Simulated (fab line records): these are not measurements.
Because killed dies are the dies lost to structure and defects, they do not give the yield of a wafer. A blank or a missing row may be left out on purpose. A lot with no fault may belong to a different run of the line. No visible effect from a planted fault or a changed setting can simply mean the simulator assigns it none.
8D (eight disciplines) problem report, filled in by code	flow rit-cmos	the parts of the form that need people (team, actions taken, sign-off) are left out

## 1. WHAT WENT WRONG
killed-at-front-end at RIT_M1_PROBE_99 reads a mean of 45.7 on 3 wafers of 2 lots; wafers without a fault read 6.6 with a standard deviation of 2.9. Measured from the usual mean, that is +13 standard deviations.
First observed at day 4 22:08: wafer L311.3, on prober-01. The record holds 6 wafers of 2 lots with a number at this step. By rule, "out" or "out of limits" means more than 4 standard deviations away from the usual mean. The other wafers with a number count as sound.

## 2. WHAT IT IS AND WHAT IT IS NOT
question	is	is not
which readings at this step	killed-at-front-end, killed-dies	killed-at-contacts, killed-open, killed-short
which lots	L311, L316	-
which wafers of those lots	L311.3, L316.2, L316.4	L311.4, L311.6, L316.1
read on which tools	prober-01, prober-02	-
when	from day 4 22:08	up to then (0 sound wafers); but 3 sound wafers of L311, L316 came after

## 3. SUSPECTS, AND WHAT RULES EACH OUT
Counting: any tool at a process step up to the reading remains a suspect provided it ran every lot that is out. Sound lots after the first of them don't rule it out here, since some wafers of a struck lot are sound.
- plasma-asher-03 at RIT_PWELL_STRIP_09 (strips in O2, time 180 s): kept. It ran every lot that is out, first L311 (day 3 11:28).
- plasma-asher-01 at RIT_PSD_STRIP_09 (strips in O2, time 180 s): kept. It ran every lot that is out, first L311 (day 4 14:02).
- Within plasma-asher-03 at RIT_PWELL_STRIP_09: the wafers that are out ran in chamber 1; their sound lot-mates ran in chamber 0.
The count leaves plasma-asher-01 at RIT_PSD_STRIP_09 and plasma-asher-03 at RIT_PWELL_STRIP_09.

## 4. THE CAUSE (what the simulator had put in)
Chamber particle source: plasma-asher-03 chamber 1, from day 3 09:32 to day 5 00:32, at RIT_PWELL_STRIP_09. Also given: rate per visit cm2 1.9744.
2 suspects survive the count, and this tool is in that group.

## 5. THE CHAIN OF EFFECTS, in route order
One row per reading whose mean, taken over the struck wafers that have a number, lies over 3 standard deviations from the usual. Only readings for which the record gives a usual standard deviation are gone through. hours: the time from each lot's start at the first step in this table that gives one to its start at this step, as a median over the lots. sigmas: the change in usual standard deviations.
hours	step	reading	usual	on struck wafers	change	sigmas
0	RIT_M1_PROBE_99	killed-at-front-end	6.6	45.7	+39.1	+13
0	RIT_M1_PROBE_99	killed-dies	6.6	45.7	+39.1	+13
Its process steps:
- RIT_M1_PROBE_99

## 6. WHAT WOULD HAVE CAUGHT IT SOONER
In this record no reading fell out of limits until day 4 22:08, 37 hours after the fault had begun at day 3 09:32.
An alarm limit of 4 standard deviations would not have fired on the tool readings at RIT_PWELL_STRIP_09 for which the record gives a usual standard deviation, since none of them was out on any struck wafer.
Lots out: 2; all had begun RIT_PWELL_STRIP_09 on plasma-asher-03 by day 4 22:08. Holding the tool at that point would not have protected any of them.
